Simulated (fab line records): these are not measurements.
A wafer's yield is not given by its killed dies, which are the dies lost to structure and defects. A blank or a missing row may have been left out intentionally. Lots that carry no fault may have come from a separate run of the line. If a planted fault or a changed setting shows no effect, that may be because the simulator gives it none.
Comparing a struck lot with a sound one / flow rit_cmos / 14 out of 202 route steps
Sound: wafers L567.4, L567.5, L567.6. Wafers struck: L564.3, L564.5, L564.6. Last of all comes the cause.
For every step that has rows: the tool of each side, followed by ch and its chambers, followed by its first start. Under that, the readings that differ: sound wafers / struck wafers / difference of the means / sigmas: that difference in standard deviations of wafers without a fault.
alike: a reading whose means differ by less than 2 such deviations, as well as words and numbers matching on both sides. not compared: withheld readings; readings where some wafer has no value; bounds like >300 that might hide an equal value; numbers whose values overlap and for which the record gives no deviation.
Wherever a step has rows on one side only, a row that says differs or no value, or a row with sigmas, the two part there. Numbers that have no deviation but don't overlap get no sigmas and don't part them. Lack of a reading on every wafer of one side parts them only where that side has two or more wafers.

RIT_FOX1_THK_MEAS_01:
  struck on film_metro-04, day 3 19:23; sound on film_metro-02, day 4 10:40
  alike: FOX1_OXIDE_THK
then, 2 steps without rows for these wafers: RIT_FOX1_WET_ETCH_02 (etches SiO2 in BOE, target depth 350 nm, time 390 s); RIT_FOX2_OXIDATION_00 (target thk 350.7 nm, ox time 1130 s).
RIT_FOX2_THK_MEAS_01:
  struck on film_metro-02, day 3 21:55; sound on film_metro-01, day 4 12:10
  alike: FOX2_OXIDE_THK
then, 2 steps without rows for these wafers: RIT_FOX2_CLEAN_02 (cleans in dHF, time 180 s); RIT_FOX2_WET_ETCH_03 (etches Si3N4 in H3PO4, target depth 195 nm, time 2700 s).
RIT_FOX2_THK_MEAS_90:
  struck on film_metro-02, day 3 22:48; sound on film_metro-02, day 4 13:02
  alike: FIELD_OXIDE_LEFT_1_THK
then, 5 steps without rows for these wafers: RIT_NWELL_HMDS_00 (prime time 60 s); RIT_NWELL_COAT_01 (resist thk 1300 nm); RIT_NWELL_SOFTBAKE_02 (time 60 s); RIT_NWELL_EXPOSE_03 (exposes mask M2, target cd 43900 nm); RIT_NWELL_PEB_04.
RIT_NWELL_DEVELOP_05: develop time 68 s.
  struck on litho_track-04, day 3 23:00; sound on litho_track-04 ch 0, day 4 13:00
  no value came back on the struck wafers for chill_plate_temp_C (C), develop_time_s (s); on the sound wafers chill_plate_temp_C (C) reads 22.99 23.10 22.94
RIT_NWELL_OVL_MEAS_06:
  struck on overlay-02, day 3 23:44; sound on overlay-01, day 4 14:06
reading=NWELL_OVL (nm); sound=1.0 0.9 0.4; struck=- - -; difference=no value on the struck wafers; sigmas=

== WHERE THEY PART ==
Earliest at RIT_NWELL_DEVELOP_05; latest, in this record, at RIT_NWELL_OVL_MEAS_06.

WHY: the cause the simulator had injected
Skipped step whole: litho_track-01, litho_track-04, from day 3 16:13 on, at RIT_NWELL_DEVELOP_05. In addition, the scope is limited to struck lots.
